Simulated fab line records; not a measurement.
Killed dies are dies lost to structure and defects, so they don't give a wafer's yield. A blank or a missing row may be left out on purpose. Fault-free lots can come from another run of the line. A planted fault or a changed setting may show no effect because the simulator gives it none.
A struck lot beside a sound one | flow berkeley cmos170 | 44 steps out of a route of 331
Sound: the wafers L595.1, L595.2, L595.5. Wafers L604.1, L604.4, L604.5 were the ones struck. The cause is named last.
For every step that has rows: the tool of each side, followed by ch and its chambers, followed by its first start. Under that, the readings that differ: sound wafers | struck wafers | difference of the means | sigmas: that difference in standard deviations of wafers without a fault.
alike: a reading whose means differ by less than 2 such deviations, as well as words and numbers matching on both sides. not compared: withheld readings; readings where some wafer has no value; bounds like >300 that might hide an equal value; numbers whose values overlap and for which the record gives no deviation.
A row with sigmas, a row that says differs or no value, or rows on one side alone: a step with any of these is where the two part. Numbers that have no deviation but don't overlap get no sigmas and don't part them. Lack of a reading on every wafer of one side parts them only where that side has two or more wafers.

first, 6 steps without rows for these wafers: UCB170_V1_HMDS_06 (prime time 60 s); UCB170_V1_COAT_07 (resist thk 900 nm); UCB170_V1_SOFTBAKE_08 (time 60 s); UCB170_V1_EXPOSE_09 (exposes mask VIA1, target cd 700 nm); UCB170_V1_PEB_10; UCB170_V1_DEVELOP_11 (develop time 45 s).
UCB170_V1_CD_MEAS_12 targets a cd of 700 nm.
  sound on cd sem-02, day 9 00:52; struck on cd sem-02, day 11 05:04
  alike: cd nm
UCB170_V1_OVL_MEAS_13:
  sound on overlay-01, day 9 00:59; struck on overlay-02, day 11 05:11
  alike: V1_OVL
then, 2 steps without rows for these wafers: UCB170_V1_ETCH_14 (etches SiO2 in CHF3/CF4/Ar, stops on Al, target depth 1250 nm, time 291 s); UCB170_V1_STRIP_15 (strips in O2).
UCB170_V1_CD_MEAS_90 targets a cd of 700 nm.
  sound on cd sem-01, day 9 01:18; struck on cd sem-02, day 11 05:29
  alike: cd nm
then, 1 step without rows for these wafers: UCB170_M2_PRE_CLEAN_00 (preclean etch time 60 s).
UCB170_M2_SPUTTER_01: material Al, target thk 900 nm, time 120 s.
  sound on pvd sputter-01, day 9 01:29; struck on pvd sputter-04, day 11 05:41
  reading                               | sound             | struck            | difference | sigmas
  throttle valve pct (%)                | 31.6 31.5 31.7    | 29.3 29.8 29.4    | -2.1       | -2
  model.Al_of_M2_SPUTTER_01.thk nm (nm) | 887.1 880.7 892.6 | 267.1 259.1 259.9 | -624.8     |
UCB170_M2_RS_MEAS_02: uses a four-point probe to measure.
  sound on film metro-02, day 9 01:34; struck on film metro-04, day 11 05:46
  reading           | sound                | struck               | difference | sigmas
  M2_AL_RS (ohm/sq) | 0.0327 0.0330 0.0324 | 0.1113 0.1152 0.1150 | +0.0811    | +99 or more
UCB170_M2_THK_MEAS_03: measures by xrf.
  sound on film metro-02, day 9 01:41; struck on film metro-04, day 11 05:53
  reading        | sound       | struck      | difference | sigmas
  M2_AL_THK (nm) | 896 890 904 | 273 266 266 | -628       | -52
then, 3 steps without rows for these wafers: UCB170_M2_HMDS_04 (prime time 60 s); UCB170_M2_COAT_05 (resist thk 900 nm); UCB170_M2_SOFTBAKE_06 (time 60 s).
UCB170_M2_STRIP_07: strips in O2.
  sound on plasma asher-02 ch 0,1, day 9 02:53; struck on plasma asher-04 ch 0,1, day 11 06:43
  alike: drypump motor current A, oes product au, strip time to endpoint s
  not compared: rf hours counter h
then, 7 steps without rows for these wafers: UCB170_M2_STRIP_08 (strips KrF in DMSO, time 600 s); UCB170_M2_COAT_09; UCB170_M2_COAT_10 (resist thk 900 nm); UCB170_M2_SOFTBAKE_11 (time 60 s); UCB170_M2_EXPOSE_12 (exposes mask METAL2, target cd 700 nm); UCB170_M2_PEB_13; UCB170_M2_DEVELOP_14 (develop time 45 s).
UCB170_M2_CD_MEAS_15 targets a cd of 700 nm.
  sound on cd sem-01, day 9 08:31; struck on cd sem-02, day 11 08:06
  alike: cd nm
UCB170_M2_OVL_MEAS_16:
  sound on overlay-01, day 9 08:38; struck on overlay-01, day 11 08:13
  alike: M2_OVL
UCB170_M2_ETCH_17: etches BARC in N2/H2.
  sound on rie diel-04 ch 0,1, day 9 08:40; struck on rie diel-04 ch 0,1,2, day 11 08:15
  alike: drypump motor current A, h2 flow sccm, oes product au, throttle valve pct
UCB170_M2_METAL_ETCH_18: etches Al in Cl2/BCl3, stops on SiO2, target depth 1170 nm, time 195 s.
  sound on rie metal-04 ch 0,1, day 9 08:44; struck on rie metal-04 ch 0,1, day 11 08:17
  reading               | sound             | struck            | difference | sigmas
  oes product au (a.u.) | 0.865 0.844 0.846 | 0.526 0.521 0.511 | -0.332     | -21
  alike: drypump motor current A, mfc cl2 sccm, throttle valve pct
  not compared: rf hours counter h
UCB170_M2_STRIP_19: strips in O2.
  sound on plasma asher-01 ch 0,1, day 9 08:56; struck on plasma asher-04 ch 0,1, day 11 08:29
  alike: drypump motor current A, oes product au
  not compared: rf hours counter h
UCB170_M2_CD_MEAS_90 targets a cd of 700 nm.
  sound on cd sem-02, day 9 09:07; struck on cd sem-02, day 11 08:35
  alike: cd nm
UCB170_V2_CVD_00: deposits SiO2 from TEOS/O2, target thk 2000 nm, time 250 s.
  sound on pecvd-04 ch 1,2, day 9 09:14; struck on pecvd-02 ch 0,2, day 11 08:42
  alike: heater power w
UCB170_V2_THK_MEAS_01:
  sound on film metro-02, day 9 09:23; struck on film metro-01, day 11 08:52
  alike: V2_TEOS_THK
UCB170_V2_CMP_02: polishes SiO2.
  sound on cmp-01 ch 1,2,3, day 9 09:45; struck on cmp-01 ch 0,2,3, day 11 09:01
  alike: motor current A, slurry filter dp kPa
UCB170_V2_BOW_MEAS_03:
  sound on film metro-03, day 9 10:00; struck on film metro-03, day 11 09:13
  alike: V2_BOW
UCB170_V2_THK_MEAS_04:
  sound on film metro-03, day 9 10:07; struck on film metro-03, day 11 09:20
  alike: V2_POLISHED_THK
then, 5 steps without rows for these wafers: UCB170_V2_CLEAN_05 (cleans in DIW); UCB170_V2_HMDS_06 (prime time 60 s); UCB170_V2_COAT_07 (resist thk 900 nm); UCB170_V2_SOFTBAKE_08 (time 60 s); UCB170_V2_EXPOSE_09 (exposes mask VIA2, target cd 700 nm).
UCB170_V2_ETCH_14: etches SiO2 in CHF3/CF4/Ar, stops on Al, target depth 1250 nm, time 291 s.
  sound on rie diel-02 ch 0,1,2, day 9 12:00; struck on rie diel-02 ch 1,2,3, day 11 10:41
  reading                               | sound             | struck          | difference | sigmas
  model.Al_of_M2_SPUTTER_01.thk nm (nm) | 887.1 880.6 892.6 | 267 259.1 259.9 | -625       |
  alike: drypump motor current A, oes product au, throttle valve pct
  not compared: rf hours counter h
UCB170_M3_PROBE_99:
  sound on prober-02, day 9 18:02; struck on prober-02, day 11 14:58
  reading                                 | sound                       | struck                   | difference | sigmas
  model.etest.antenna m2.gate log10 a cm2 | -7.99 -7.747 -8.104         | -6.611 -6.608 -6.75      | +1.291     |
  model.etest.antenna m2.vt shift v (V)   | -0.01667 -0.01664 -0.009582 | -0.02711 -0.03285 -0.029 | -0.01536   |

## WHERE THEY PART
First at UCB170_M2_SPUTTER_01; last, within this record, at UCB170_M2_METAL_ETCH_18. Later steps at which nothing parts them and some readings are alike: UCB170_M2_STRIP_19, UCB170_M2_CD_MEAS_90, UCB170_V2_CVD_00, UCB170_V2_THK_MEAS_01, UCB170_V2_CMP_02, UCB170_V2_BOW_MEAS_03, UCB170_V2_THK_MEAS_04, UCB170_V2_ETCH_14.

WHY: what the simulator had put in
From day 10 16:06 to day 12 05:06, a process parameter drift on pvd sputter-04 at UCB170_M2_SPUTTER_01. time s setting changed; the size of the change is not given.
